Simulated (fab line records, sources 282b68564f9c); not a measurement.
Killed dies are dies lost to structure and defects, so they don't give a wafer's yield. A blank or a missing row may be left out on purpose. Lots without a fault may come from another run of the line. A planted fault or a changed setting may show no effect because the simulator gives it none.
A struck lot beside a sound one | flow rit_cmos | 21 steps out of a route of 202
Sound: wafers L387.1, L387.2, L387.6. Struck: wafers L390.2, L390.5, L390.6. The cause comes at the end.
At each step with rows: each side's tool, then ch and its chambers, then its first start. Under that, the readings that differ: sound wafers | struck wafers | difference of the means | sigmas: that difference in standard deviations of wafers without a fault.
alike: readings whose means differ by less than 2 such deviations, and words and numbers that are the same on both sides. not compared: withheld readings, readings that some wafer has no value for, bounds like >300 that may hide the same value, and numbers for which the record gives no deviation and whose values overlap.
The two part at a step that has a row with sigmas, a row that says differs or no value, or rows on one side only. Numbers that don't overlap but have no deviation are shown without sigmas and don't part them. A reading that every wafer of one side lacks parts them only if that side has two wafers or more.

first, 6 steps without rows for these wafers: RIT_NRETRO_HMDS_00 (prime time 60 s); RIT_NRETRO_COAT_01 (resist thk 1319 nm); RIT_NRETRO_SOFTBAKE_02 (time 60 s); RIT_NRETRO_EXPOSE_03 (exposes mask M4, target cd 43900 nm); RIT_NRETRO_PEB_04; RIT_NRETRO_DEVELOP_05 (develop time 68 s).
RIT_NRETRO_OVL_MEAS_06:
  sound on overlay-02, day 5 05:56; struck on overlay-01, day 5 21:24
  alike: NRETRO_OVL
then, 2 steps without rows for these wafers: RIT_NRETRO_HARDBAKE_07 (time 120 s); RIT_NRETRO_IMPLANT_08.
RIT_NRETRO_STRIP_09: strips in O2, time 180 s.
  sound on plasma_asher-02 ch 0,1, day 5 06:23; struck on plasma_asher-01 ch 0,1, day 5 21:50
  alike: drypump_motor_current_A
  not compared: rf_hours_counter_h
RIT_NRETRO_TW_MEAS_10:
  sound on film_metro-03, day 5 06:33; struck on film_metro-03, day 5 22:01
  alike: NRETRO_TW
then, 1 step without rows for these wafers: RIT_PRETRO_HMDS_00 (prime time 60 s).
RIT_PRETRO_COAT_01: resist thk 1300 nm.
  sound on litho_track-01 ch 0, day 5 06:46; struck on litho_track-02 ch 0, day 5 22:14
  reading                                     | sound          | struck            | difference | sigmas
  model.NOVOLAK_of_PRETRO_COAT_01.thk_nm (nm) | 1295 1299 1299 | 259.4 259.9 258.9 | -1038.3    |
  alike: spin_speed_rpm
then, 4 steps without rows for these wafers: RIT_PRETRO_SOFTBAKE_02 (time 60 s); RIT_PRETRO_EXPOSE_03 (exposes mask M5, target cd 43700 nm); RIT_PRETRO_PEB_04; RIT_PRETRO_DEVELOP_05 (develop time 68 s).
RIT_PRETRO_OVL_MEAS_06:
  sound on overlay-01, day 5 07:37; struck on overlay-02, day 5 22:57
  alike: PRETRO_OVL
RIT_PRETRO_HARDBAKE_07: time 120 s.
  sound on litho_track-01 ch 0, day 5 07:39; struck on litho_track-03 ch 0, day 5 23:02
  reading                                     | sound          | struck            | difference | sigmas
  model.NOVOLAK_of_PRETRO_COAT_01.thk_nm (nm) | 1132 1136 1136 | 233.8 234.2 233.3 | -900.9     |
then, 1 step without rows for these wafers: RIT_PRETRO_IMPLANT_08.
RIT_M1_PROBE_99:
  the record has rows for the sound wafers here (prober-02, day 6 09:46) and none for the struck ones

WHERE THEY PART
Only at RIT_M1_PROBE_99, within this record.

WHY: what the simulator had put in
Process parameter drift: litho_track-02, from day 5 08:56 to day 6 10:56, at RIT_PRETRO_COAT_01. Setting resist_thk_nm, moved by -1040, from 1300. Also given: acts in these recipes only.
